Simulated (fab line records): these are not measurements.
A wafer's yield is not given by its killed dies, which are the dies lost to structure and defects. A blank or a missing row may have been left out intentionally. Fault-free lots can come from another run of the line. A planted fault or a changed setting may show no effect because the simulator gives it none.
What tool caused it? | flow berkeley_cmos170 | 14 lots with 42 wafers sampled at 4 steps, on a route of 331 steps

## WHAT THE GAUGES READ, wafer by wafer
UCB170_PVT_TW_MEAS_09.
lot  | measured     | on            | PVT_TW
L575 | day 5 21:10  | film_metro-01 | 497 498 500
L576 | day 6 06:02  | film_metro-03 | 508 510 505
L577 | day 6 05:20  | film_metro-04 | 510 507 506
L578 | day 6 15:29  | film_metro-03 | 508 506 506
L579 | day 6 15:11  | film_metro-04 | 506 508 508
L580 | day 6 15:13  | film_metro-03 | 508 505 508
L582 | day 7 06:28  | film_metro-03 | 510 511 511
L583 | day 7 16:33  | film_metro-03 | 508 509 507
L586 | day 8 04:45  | film_metro-04 | 512 509 508
L590 | day 8 22:36  | film_metro-04 | 511 511 513
L589 | day 8 22:55  | film_metro-03 | 581 582 582
L592 | day 8 22:03  | film_metro-03 | 504 509 509
L594 | day 10 00:23 | film_metro-03 | 584 582 586
L596 | day 10 03:22 | film_metro-04 | 509 509 507

## WHICH TOOL RAN EACH LOT (tool, then ch and the chambers of the sampled wafers, then the start)
lot  | UCB170_NWELL_STRIP_15               | UCB170_NVT_STRIP_08                  | UCB170_PVT_IMPLANT_07
L575 | plasma_asher-03 ch 0,1, day 2 07:52 | plasma_asher-03 ch 0,1, day 5 18:26  | implanter-02 ch 0, day 5 20:56
L576 | plasma_asher-02 ch 0, day 2 11:08   | plasma_asher-04 ch 0,1, day 6 01:13  | implanter-01 ch 0, day 6 05:48
L577 | plasma_asher-02 ch 0,1, day 2 16:52 | plasma_asher-04 ch 0,1, day 6 01:29  | implanter-01 ch 0, day 6 05:05
L578 | plasma_asher-04 ch 0,1, day 2 22:28 | plasma_asher-02 ch 0,1, day 6 12:32  | implanter-03 ch 0, day 6 15:11
L579 | plasma_asher-03 ch 0,1, day 3 04:08 | plasma_asher-03 ch 0,1, day 6 12:35  | implanter-01 ch 0, day 6 14:59
L580 | plasma_asher-04 ch 0,1, day 3 12:25 | plasma_asher-04 ch 0,1, day 6 12:42  | implanter-03 ch 0, day 6 14:59
L582 | plasma_asher-04 ch 0,1, day 3 19:06 | plasma_asher-03 ch 0, day 7 03:37    | implanter-03 ch 0, day 7 06:13
L583 | plasma_asher-03 ch 0,1, day 4 04:25 | plasma_asher-03 ch 0,1, day 7 14:04  | implanter-02 ch 0, day 7 16:20
L586 | plasma_asher-04 ch 0,1, day 4 20:34 | plasma_asher-03 ch 1, day 8 00:05    | implanter-01 ch 0, day 8 04:31
L590 | plasma_asher-03 ch 1, day 5 10:03   | plasma_asher-02 ch 0,1, day 8 19:14  | implanter-01 ch 0, day 8 22:21
L589 | plasma_asher-02 ch 0,1, day 5 10:05 | plasma_asher-03 ch 0,1, day 8 19:29  | implanter-02 ch 0, day 8 22:43
L592 | plasma_asher-03 ch 0,1, day 6 00:17 | plasma_asher-04 ch 0,1, day 8 18:42  | implanter-01 ch 0, day 8 21:48
L594 | plasma_asher-04 ch 0,1, day 6 09:37 | plasma_asher-02 ch 0,1, day 9 21:23  | implanter-02 ch 0, day 10 00:10
L596 | plasma_asher-04 ch 0,1, day 6 12:32 | plasma_asher-04 ch 0,1, day 10 01:16 | implanter-03 ch 0, day 10 03:07
- UCB170_NWELL_STRIP_15: strips in O2.
- UCB170_NVT_STRIP_08: strips in O2.
- UCB170_PVT_IMPLANT_07

## WHAT THE TOOLS THEMSELVES READ (means of the sampled wafers that have a number; where no wafer has one, the mark that the record gives instead)
UCB170_NWELL_STRIP_15.
lot  | tool            | drypump_motor_current_A (A) | oes_product_au (a.u.) | strip_time_to_endpoint_s (s)
L575 | plasma_asher-03 | 5.8                         | 0.720                 | 18.11
L576 | plasma_asher-02 | 5.8                         | 0.718                 | 18.14
L577 | plasma_asher-02 | 6.0                         | 0.719                 | 18.11
L578 | plasma_asher-04 | 4.8                         | 0.723                 | 18.06
L579 | plasma_asher-03 | 5.9                         | 0.724                 | 18.03
L580 | plasma_asher-04 | 5.1                         | 0.721                 | 17.91
L582 | plasma_asher-04 | 4.8                         | 0.720                 | 18.02
L583 | plasma_asher-03 | 5.9                         | 0.724                 | 17.95
L586 | plasma_asher-04 | 5.1                         | 0.716                 | 18.01
L590 | plasma_asher-03 | 5.6                         | 0.719                 | 18.02
L589 | plasma_asher-02 | 6.1                         | 0.722                 | 17.85
L592 | plasma_asher-03 | 5.9                         | 0.719                 | 17.96
L594 | plasma_asher-04 | 5.1                         | 0.723                 | 18.07
L596 | plasma_asher-04 | 5.1                         | 0.719                 | 18.01

UCB170_NVT_STRIP_08.
lot  | tool            | drypump_motor_current_A (A) | oes_product_au (a.u.) | strip_time_to_endpoint_s (s)
L575 | plasma_asher-03 | 6.0                         | 0.734                 | 21.65
L576 | plasma_asher-04 | 5.1                         | 0.731                 | 21.69
L577 | plasma_asher-04 | 5.0                         | 0.736                 | 21.66
L578 | plasma_asher-02 | 6.1                         | 0.736                 | 21.61
L579 | plasma_asher-03 | 6.0                         | 0.734                 | 21.59
L580 | plasma_asher-04 | 4.8                         | 0.732                 | 21.60
L582 | plasma_asher-03 | 6.1                         | 0.732                 | 21.75
L583 | plasma_asher-03 | 5.9                         | 0.736                 | 21.70
L586 | plasma_asher-03 | 5.6                         | 0.731                 | 21.59
L590 | plasma_asher-02 | 6.0                         | 0.735                 | 21.55
L589 | plasma_asher-03 | 5.8                         | 0.731                 | 21.68
L592 | plasma_asher-04 | 4.8                         | 0.732                 | 21.57
L594 | plasma_asher-02 | 5.9                         | 0.737                 | 21.72
L596 | plasma_asher-04 | 5.0                         | 0.737                 | 21.55

UCB170_PVT_IMPLANT_07.
lot  | tool         | dose_ions_cm2 | faraday_current_uA
L575 | implanter-02 | 1.9982e+12    | 6.42
L576 | implanter-01 | 2.0008e+12    | 6.36
L577 | implanter-01 | 1.9975e+12    | 6.37
L578 | implanter-03 | 1.9976e+12    | 6.29
L579 | implanter-01 | 2.0004e+12    | 6.34
L580 | implanter-03 | 2.0003e+12    | 6.49
L582 | implanter-03 | 2.0030e+12    | 6.30
L583 | implanter-02 | 1.9984e+12    | 6.46
L586 | implanter-01 | 2.0014e+12    | 6.33
L590 | implanter-01 | 1.9994e+12    | 6.30
L589 | implanter-02 | 3.1119e+12    | 9.77
L592 | implanter-01 | 1.9974e+12    | 6.32
L594 | implanter-02 | 3.1107e+12    | 9.85
L596 | implanter-03 | 1.9976e+12    | 6.31

## THE ANSWER, worked out from the rows above alone
Rule: usual is defined by the lots themselves. The widest of any qualifying gaps counts: lots, ordered by their means at a reading, are off when they make up no more than a third of the lots, leave a main group of 4 or more, and stand apart from it by 3 or more times the standard deviation of that group's means. A main group is skipped when, at the precision printed for the reading in the tables above, its means are all equal. Also off: a lot with no number at a reading for which 4 or more lots have one. Where the step has rows for the other lots, those lots are counted as sound. After the gauges, taken in route order, come the tools' own readings; for these a lot's mean is taken, as printed above. At the first step where some lot is off, the reading lying furthest off is the one used; lots without a number count as furthest.
Off: L589, L594, at UCB170_PVT_TW_MEAS_09 (PVT_TW). Mean 508 and standard deviation 3.1 in the main group.
If a tool, at a process step before that reading, ran all the lots that are off and no sound lot after the first of them, it fits. Not tried: the gauges at UCB170_PVT_TW_MEAS_09; whatever is off there is also off at UCB170_PVT_IMPLANT_07, on other tools, and gauge error can't account for it. One candidate fits, namely implanter-02 at UCB170_PVT_IMPLANT_07. Its last sound lot is L583 (day 7 16:20), its first lot that is off L589 (day 8 22:43): a fault that began between those two fits.
The tool's own readings at UCB170_PVT_IMPLANT_07 bear it out: on the lots that are off they differ by more than 5 times the standard deviation of the sound lots' means. dose_ions_cm2 reads 3.1113e+12 there against 1.9993e+12 on the sound lots; faraday_current_uA reads 9.81 there against 6.36 on the sound lots.

## WHAT WAS PUT IN BY THE SIMULATOR
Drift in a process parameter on implanter-02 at UCB170_PVT_IMPLANT_07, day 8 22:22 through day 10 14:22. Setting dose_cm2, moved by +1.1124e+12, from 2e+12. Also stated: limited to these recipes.
Shown lots that were struck: L589, L594. Same finding as the rule above.
